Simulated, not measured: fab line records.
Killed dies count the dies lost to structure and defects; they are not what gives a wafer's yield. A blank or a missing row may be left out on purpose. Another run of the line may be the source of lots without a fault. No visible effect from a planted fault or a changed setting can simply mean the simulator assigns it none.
Split-lot experiment	flow berkeley-cmos170	23 wafers read across 5 lots, on a route 331 steps long

## ABOUT THE SPLIT
At UCB170_NWELL_OXIDATION_01 (target thk 26.4 nm, ox time 1260 s), the setting temp-c was moved away from the recipe's 1000 C on 15 of the 23 wafers read, by +1.0% to +2.4%. For the rest of the wafers, this setting stayed at what the recipe calls for.

There is no step in the file separating the split from the reading.

## THE READING
At UCB170_NWELL_THK_MEAS_02: NWELL_OXIDE_THK, given in nm. On this fab line, fault-free wafers typically give 26.0 nm with a standard deviation of 0.55 nm.

wafer	tool, chamber at the split	temp-c as run, C	against the recipe	NWELL_OXIDE_THK, nm	against lot-mates on the recipe
L075.2	-, -	1000	recipe	25.8	-
L075.3	-, -	1000	recipe	25.6	-
L075.4	-, -	1000	recipe	25.8	-
L075.5	-, -	1000	recipe	25.7	-
L075.6	-, -	1000	recipe	25.8	-
L076.1	-, -	1017	+1.7%	31.4	no lot-mate on the recipe
L076.3	-, -	1017	+1.7%	31.1	no lot-mate on the recipe
L076.4	-, -	1017	+1.7%	31.0	no lot-mate on the recipe
L076.5	-, -	1017	+1.7%	31.5	no lot-mate on the recipe
L076.6	-, -	1017	+1.7%	31.4	no lot-mate on the recipe
L077.1	-, -	1010	+1.0%	28.1	no lot-mate on the recipe
L077.2	-, -	1010	+1.0%	28.1	no lot-mate on the recipe
L077.3	-, -	1010	+1.0%	28.1	no lot-mate on the recipe
L077.4	-, -	1010	+1.0%	28.2	no lot-mate on the recipe
L077.6	-, -	1010	+1.0%	27.9	no lot-mate on the recipe
L078.1	-, -	1024	+2.4%	32.1	no lot-mate on the recipe
L078.2	-, -	1024	+2.4%	31.8	no lot-mate on the recipe
L078.4	-, -	1024	+2.4%	32.4	no lot-mate on the recipe
L078.5	-, -	1024	+2.4%	32.6	no lot-mate on the recipe
L078.6	-, -	1024	+2.4%	31.8	no lot-mate on the recipe
L085.3	furnace-02, 0	1000	recipe	26.3	-
L085.4	furnace-02, 0	1000	recipe	26.6	-
L085.5	furnace-02, 0	1000	recipe	26.5	-

THE FIT
A straight line over all 23 wafers: NWELL_OXIDE_THK changes by +2.7 nm for each +1% of temp-c; r = +0.98; the points scatter about the line by 0.56 nm.
Too few moved wafers with a lot-mate on the recipe to fit a line net of each lot's own level.

## THE WHOLE CHAIN: every reading that the file lists as answering this split, in the file's order
step	what it does	reading	change (the file's fit)	r (the file's)
UCB170_NWELL_OXIDATION_01	target thk 26.4 nm, ox time 1260 s	SiO2_of_NWELL_OXIDATION_01.thk-nm (the simulator's own value, which no gauge read)	+2.69 nm for each +1% of the setting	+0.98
UCB170_NWELL_THK_MEAS_02		NWELL_OXIDE_THK	+2.7 for each +1% of the setting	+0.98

## FILE'S OWN FIT
NWELL_OXIDE_THK changes by +2.7 nm for each +1% of temp-c, r = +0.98.
